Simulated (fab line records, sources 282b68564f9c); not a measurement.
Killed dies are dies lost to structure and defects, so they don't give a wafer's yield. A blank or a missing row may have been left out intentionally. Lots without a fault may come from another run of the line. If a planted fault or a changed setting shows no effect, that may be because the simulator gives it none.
What tool caused it? | flow rit cmos | 14 lots, 42 wafers sampled, at 1 step of a route of 202

WHAT EACH GAUGE READ, for each wafer
No reading from a measuring or inspecting step in the record can be judged against a usual standard deviation.

WHICH TOOL RAN EACH LOT (tool, then ch and the chambers of the sampled wafers, then the start)
lot  | RIT_M1_DEVELOP_08
L418 | litho track-04 ch 0, day 3 12:00
L419 | litho track-01 ch 0, day 3 17:00
L422 | litho track-04 ch 0, day 4 08:00
L424 | litho track-03 ch 0, day 4 18:00
L427 | litho track-03, day 5 10:00
L428 | litho track-04, day 5 17:00
L430 | litho track-01 ch 0, day 6 02:00
L432 | litho track-04 ch 0, day 6 11:00
L433 | litho track-03 ch 0, day 6 16:00
L434 | litho track-03 ch 0, day 6 20:00
L435 | litho track-03 ch 0, day 7 06:00
L436 | litho track-04 ch 0, day 7 14:00
L438 | litho track-01 ch 0, day 7 21:00
L439 | litho track-03 ch 0, day 8 05:00
- RIT_M1_DEVELOP_08: develop time 70.86 s.

WHAT THE TOOLS THEMSELVES READ (means of the sampled wafers that have a number; where no wafer has one, the mark that the record gives instead)
RIT_M1_DEVELOP_08.
lot  | tool           | chill plate temp C (C)
L418 | litho track-04 | 23.10
L419 | litho track-01 | 22.95
L422 | litho track-04 | 23.09
L424 | litho track-03 | 23.06
L427 | litho track-03 | -
L428 | litho track-04 | -
L430 | litho track-01 | 22.92
L432 | litho track-04 | 23.04
L433 | litho track-03 | 22.90
L434 | litho track-03 | 22.99
L435 | litho track-03 | 23.05
L436 | litho track-04 | 23.06
L438 | litho track-01 | 22.96
L439 | litho track-03 | 23.07

THE ANSWER, worked out from the rows above alone
Rule: the usual values come from the lots themselves. The widest of any qualifying gaps counts: lots, ordered by their means at a reading, are off when they make up no more than a third of the lots, leave a main group of 4 or more, and stand apart from it by 3 or more times the standard deviation of that group's means. The tables above print the reading to a certain number of digits; a main group whose means all agree to those digits is not used. A lot without any number at a reading at which 4 lots or more have one is off too. Where the step has rows for the other lots, those lots are counted as sound. First the gauges in route order, then the tools' own readings, where a lot's mean is used as printed above. At the first step where some lot is off, the reading lying furthest off is the one used; lots without a number count as furthest.
Off: L427, L428 (RIT_M1_DEVELOP_08, chill plate temp C). Without a number there: L427, L428. Mean 23.02 C and standard deviation 0.066 in the main group.
A tool fits if, at that step or a process step before it, it ran every lot that is off, and no sound lot after the first of them. None of those tried fits.

WHAT THE SIMULATOR PUT IN
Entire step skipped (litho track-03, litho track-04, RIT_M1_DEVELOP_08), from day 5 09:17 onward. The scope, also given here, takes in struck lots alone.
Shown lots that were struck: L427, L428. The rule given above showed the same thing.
